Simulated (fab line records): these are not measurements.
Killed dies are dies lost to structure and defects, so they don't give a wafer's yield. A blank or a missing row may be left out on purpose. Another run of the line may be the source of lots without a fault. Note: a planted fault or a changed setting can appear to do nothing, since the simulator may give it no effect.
What tool caused it? | flow berkeley cmos170 | Sampling: 14 lots, 42 wafers, 3 of 331 route steps

WHAT THE GAUGES SHOWED, per wafer
UCB170_PSD_CD_MEAS_06 targets a cd of 1200 nm.
lot  | measured     | on        | cd nm (nm)
L404 | day 8 04:36  | cd sem-01 | 1202.1 1202.0 1201.8
L405 | day 8 18:35  | cd sem-02 | 1198.4 1199.2 1198.1
L408 | day 9 12:52  | cd sem-02 | 1199.6 1200.5 1200.0
L407 | day 9 13:26  | cd sem-01 | 1199.2 1198.6 1199.1
L409 | day 9 13:19  | cd sem-02 | 1200.1 1199.9 1200.1
L410 | day 10 06:12 | cd sem-01 | 1199.7 1201.9 1201.1
L411 | day 10 05:55 | cd sem-02 | 1201.4 1202.5 1200.5
L412 | day 11 03:38 | cd sem-02 | 1199.7 1200.9 1201.6
L414 | day 11 03:16 | cd sem-02 | 1198.8 1198.2 1197.9
L413 | day 11 03:31 | cd sem-01 | 1199.8 1200.8 1199.8
L417 | day 12 01:17 | cd sem-01 | 1200.4 1199.7 1199.6
L416 | day 12 02:07 | cd sem-01 | 1202.1 1199.4 1200.1
L422 | day 13 09:58 | cd sem-02 | 1199.5 1199.9 1200.7
L424 | day 13 23:09 | cd sem-01 | 1200.8 1198.5 1202.2

WHAT TOOL EACH LOT RAN ON (gives the tool, then ch and the chambers of the sampled wafers, and finally the start)
lot  | UCB170_ZERO_STRIP_07                | UCB170_PFIELD_IMPLANT_07
L404 | plasma asher-01 ch 0,1, day 1 18:04 | implanter-02 ch 0, day 4 16:41
L405 | plasma asher-01 ch 0,1, day 2 01:32 | implanter-03 ch 0, day 5 01:01
L408 | plasma asher-01 ch 0,1, day 2 16:10 | implanter-03 ch 0, day 5 14:13
L407 | plasma asher-02 ch 0,1, day 2 16:26 | implanter-02 ch 0, day 5 13:57
L409 | plasma asher-02 ch 0,1, day 2 22:15 | implanter-03 ch 0, day 5 21:28
L410 | plasma asher-01 ch 0,1, day 3 05:10 | implanter-02 ch 0, day 6 07:22
L411 | plasma asher-04 ch 0,1, day 3 05:25 | implanter-03 ch 0, day 6 07:04
L412 | plasma asher-01 ch 0,1, day 3 15:05 | implanter-01 ch 0, day 7 05:05
L414 | plasma asher-02 ch 1, day 3 21:30   | implanter-02 ch 0, day 7 05:21
L413 | plasma asher-01 ch 0, day 3 21:47   | implanter-03 ch 0, day 7 04:58
L417 | plasma asher-01 ch 0,1, day 4 10:43 | implanter-02 ch 0, day 8 04:38
L416 | plasma asher-02 ch 0,1, day 4 10:59 | implanter-03 ch 0, day 8 04:55
L422 | plasma asher-02 ch 0,1, day 5 17:33 | implanter-03 ch 0, day 9 20:56
L424 | plasma asher-01 ch 0,1, day 6 04:18 | implanter-03 ch 0, day 10 10:29
- UCB170_ZERO_STRIP_07: strips in O2.
- UCB170_PFIELD_IMPLANT_07

WHAT THE TOOLS THEMSELVES READ (means of the sampled wafers that have a number; where no wafer has one, the mark that the record gives instead)
UCB170_ZERO_STRIP_07.
lot  | tool            | chamber pressure mTorr (mTorr) | drypump motor current A (A) | oes product au (a.u.) | strip time to endpoint s (s)
L404 | plasma asher-01 | 3502                           | 5.53                        | 0.725                 | 21.58
L405 | plasma asher-01 | 3501                           | 5.54                        | 0.723                 | 21.62
L408 | plasma asher-01 | 3501                           | 5.63                        | 0.731                 | 21.43
L407 | plasma asher-02 | 3502                           | 5.75                        | 0.724                 | 21.50
L409 | plasma asher-02 | 3500                           | 5.85                        | 0.726                 | 21.54
L410 | plasma asher-01 | 3502                           | 5.54                        | 0.730                 | 21.46
L411 | plasma asher-04 | 3500                           | 5.46                        | 0.728                 | 21.54
L412 | plasma asher-01 | 3500                           | 5.65                        | 0.727                 | 21.45
L414 | plasma asher-02 | 3500                           | 5.64                        | 0.725                 | 21.41
L413 | plasma asher-01 | 3497                           | 5.42                        | 0.729                 | 21.54
L417 | plasma asher-01 | 3500                           | 5.64                        | 0.730                 | 21.43
L416 | plasma asher-02 | 3505                           | 5.82                        | 0.724                 | 21.44
L422 | plasma asher-02 | 3498                           | 5.74                        | 0.728                 | 21.48
L424 | plasma asher-01 | 3500                           | 5.63                        | 0.733                 | 21.49

UCB170_PFIELD_IMPLANT_07.
lot  | tool         | dose ions cm2 | faraday current uA | tilt deg (degrees)
L404 | implanter-02 | 2.0007e+13    | 63.5               | 7.019
L405 | implanter-03 | 2.0006e+13    | 64.3               | 7.012
L408 | implanter-03 | 1.9992e+13    | 64.7               | 6.982
L407 | implanter-02 | 1.9987e+13    | 64.0               | 6.996
L409 | implanter-03 | 2.0008e+13    | 62.6               | 7.001
L410 | implanter-02 | 2.0003e+13    | 62.6               | 7.003
L411 | implanter-03 | 2.0021e+13    | 63.6               | 6.989
L412 | implanter-01 | 1.9981e+13    | 63.6               | 6.994
L414 | implanter-02 | 2.0022e+13    | 63.6               | 7.016
L413 | implanter-03 | 2.0027e+13    | 62.7               | 6.998
L417 | implanter-02 | 1.9994e+13    | 63.1               | 6.998
L416 | implanter-03 | 1.9968e+13    | 63.5               | 7.010
L422 | implanter-03 | 2.0008e+13    | 63.2               | 7.764
L424 | implanter-03 | 1.9981e+13    | 64.4               | 7.767

THE ANSWER, worked out from the rows above alone
Rule: what is usual is taken from the lots themselves. The widest of any qualifying gaps counts: lots, ordered by their means at a reading, are off when they make up no more than a third of the lots, leave a main group of 4 or more, and stand apart from it by 3 or more times the standard deviation of that group's means. A main group whose means are all the same, to the digits that the tables above print for the reading, isn't used. Also off: a lot with no number at a reading for which 4 or more lots have one. All remaining lots with rows at the step are treated as sound. First the gauges in route order, then the tools' own readings, where a lot's mean is used as printed above. The first step at which some lot is off is used, and at that step the reading that is off furthest; a lot without a number counts as furthest.
Off: L422, L424, at UCB170_PFIELD_IMPLANT_07 (tilt deg). The main group: mean 7.002 degrees, standard deviation 0.011.
If a tool, at that step or one of the process steps before it, ran each lot that is off and ran no sound lot following the first of them, it fits. One fits: UCB170_PFIELD_IMPLANT_07 on implanter-03. Its last sound lot is L416 (day 8 04:55), its first lot that is off L422 (day 9 20:56): a fault that began between those two fits.
The tool's own readings at UCB170_PFIELD_IMPLANT_07 bear it out: on the lots that are off they differ by more than 5 times the standard deviation of the sound lots' means. tilt deg reads 7.766 degrees there against 7.002 degrees on the sound lots.

WHAT WAS PUT IN BY THE SIMULATOR
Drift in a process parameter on implanter-03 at UCB170_PFIELD_IMPLANT_07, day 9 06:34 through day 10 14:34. A move of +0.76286 in setting tilt deg, from 7. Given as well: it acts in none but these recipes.
Struck lots among those shown: L422, L424. The rule above found the same.
